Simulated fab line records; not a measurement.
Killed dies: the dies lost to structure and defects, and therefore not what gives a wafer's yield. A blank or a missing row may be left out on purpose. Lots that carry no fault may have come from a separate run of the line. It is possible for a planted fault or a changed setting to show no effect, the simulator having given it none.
Lot-split experiment + flow berkeley cmos170 + 5 lots, 23 wafers read, on a route of 331 steps

SPLIT DETAILS
At UCB170_NSD_IMPLANT_08, the setting dose cm2 was moved away from the recipe's 3e+15 on 8 of the 23 wafers read, by -5.0% to +3.2%. For the rest of the wafers, this setting stayed at what the recipe calls for.

FROM THE SPLIT TO THE READING: what the file shows between them, 6 steps
- UCB170_NSD_STRIP_09: strips in O2
- UCB170_BACKSIDE_STRIP_03: strips in O2 (also split here: power w)
- UCB170_BACKSIDE_CLEAN_04: cleans in SPM, time 600 s
- UCB170_SDANNEAL_RTA_00: time 10 s
- UCB170_SDANNEAL_RTA_01: time 5 s
- UCB170_SDANNEAL_RS_MEAS_02: measures by four-point-probe

THE READING
NSD_RS, in ohm/sq, at UCB170_SDANNEAL_RS_MEAS_03 (measures by four-point-probe). On this fab line, fault-free wafers typically give 37.26 ohm/sq with a standard deviation of 0.084 ohm/sq.

| wafer  | tool, chamber at the split | dose cm2 as run | against the recipe | NSD_RS, ohm/sq | against lot-mates on the recipe |
|--------|----------------------------|-----------------|--------------------|----------------|---------------------------------|
| L074.1 | implanter-04, 0            | 3e+15           | recipe             | 37.37          | -                               |
| L074.3 | implanter-04, 0            | 3e+15           | recipe             | 37.25          | -                               |
| L074.4 | implanter-04, 0            | 3e+15           | recipe             | 37.34          | -                               |
| L074.5 | implanter-04, 0            | 3e+15           | recipe             | 37.25          | -                               |
| L074.6 | implanter-04, 0            | 3e+15           | recipe             | 37.38          | -                               |
| L075.1 | implanter-02, 0            | 3e+15           | recipe             | 37.32          | -                               |
| L075.2 | implanter-02, 0            | 3e+15           | recipe             | 37.22          | -                               |
| L075.4 | implanter-02, 0            | 3e+15           | recipe             | 37.28          | -                               |
| L079.1 | implanter-02, 0            | 3e+15           | recipe             | 37.45          | -                               |
| L079.2 | implanter-02, 0            | 2.884e+15       | -3.9%              | 38.01          | +0.65                           |
| L079.4 | implanter-02, 0            | 2.884e+15       | -3.9%              | 38.04          | +0.68                           |
| L079.5 | implanter-02, 0            | 2.884e+15       | -3.9%              | 37.99          | +0.63                           |
| L079.6 | implanter-02, 0            | 3e+15           | recipe             | 37.27          | -                               |
| L081.1 | implanter-01, 0            | 2.849e+15       | -5.0%              | 38.06          | +0.94                           |
| L081.2 | implanter-01, 0            | 3e+15           | recipe             | 37.10          | -                               |
| L081.3 | implanter-01, 0            | 2.849e+15       | -5.0%              | 38.10          | +0.98                           |
| L081.4 | implanter-01, 0            | 3e+15           | recipe             | 37.18          | -                               |
| L081.6 | implanter-01, 0            | 3e+15           | recipe             | 37.07          | -                               |
| L084.1 | implanter-02, 0            | 3e+15           | recipe             | 37.30          | -                               |
| L084.2 | implanter-02, 0            | 3.095e+15       | +3.2%              | 36.67          | -0.58                           |
| L084.3 | implanter-02, 0            | 3.095e+15       | +3.2%              | 36.64          | -0.61                           |
| L084.4 | implanter-02, 0            | 3.095e+15       | +3.2%              | 36.71          | -0.54                           |
| L084.5 | implanter-02, 0            | 3e+15           | recipe             | 37.20          | -                               |

THE FIT
A straight line over all 23 wafers: NSD_RS changes by -0.18 ohm/sq for each +1% of dose cm2; r = -0.98; the points scatter about the line by 0.092 ohm/sq.
The same after taking each lot's own level away (the mean of its wafers on the recipe; 23 wafers): -0.181 ohm/sq for each +1%; r = -0.99; scatter 0.056 ohm/sq.
According to that fit, moving dose cm2 by its largest amount changes the reading by 0.91 ohm/sq.
The span of the lots' own levels, 37.117 to 37.360 ohm/sq, comes to 2.9 times the standard deviation stated above.
The two slopes agree, so the slope changes little with the lot-to-lot level.
Check: with one of the wafers moved furthest among these (-5.0%) left out of the fit, the line predicts +0.902 ohm/sq for it against its lot-mates. It came out at +0.943 ohm/sq against them.

THESE WAFERS: OTHER SPLITS
These wafers also went through other splits before the reading. Each is held against what the fit with the lots' levels taken away leaves over:
| other split on the same wafers   | wafers away from the commonest value | r with NSD_RS (lot level and that fit taken away) |
|----------------------------------|--------------------------------------|---------------------------------------------------|
| UCB170_PSD_EXPOSE_03 dose mj     | 5                                    | +0.32                                             |
| UCB170_PSD_IMPLANT_08 dose cm2   | 9                                    | +0.23                                             |
| UCB170_BACKSIDE_STRIP_03 power w | 10                                   | -0.19                                             |

THE WHOLE CHAIN: every reading that the file lists as answering this split, in the file's order
| step                       | what it does                 | reading                  | change (the file's fit)              | r (the file's) |
|----------------------------|------------------------------|--------------------------|--------------------------------------|----------------|
| UCB170_NSD_STRIP_09        | strips in O2                 | strip time to endpoint s | withheld for each +1% of the setting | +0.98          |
| UCB170_SDANNEAL_RS_MEAS_03 | measures by four-point-probe | NSD_RS                   | -0.183 for each +1% of the setting   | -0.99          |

FILE'S OWN FIT
NSD_RS changes by -0.183 ohm/sq for each +1% of dose cm2, r = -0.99.
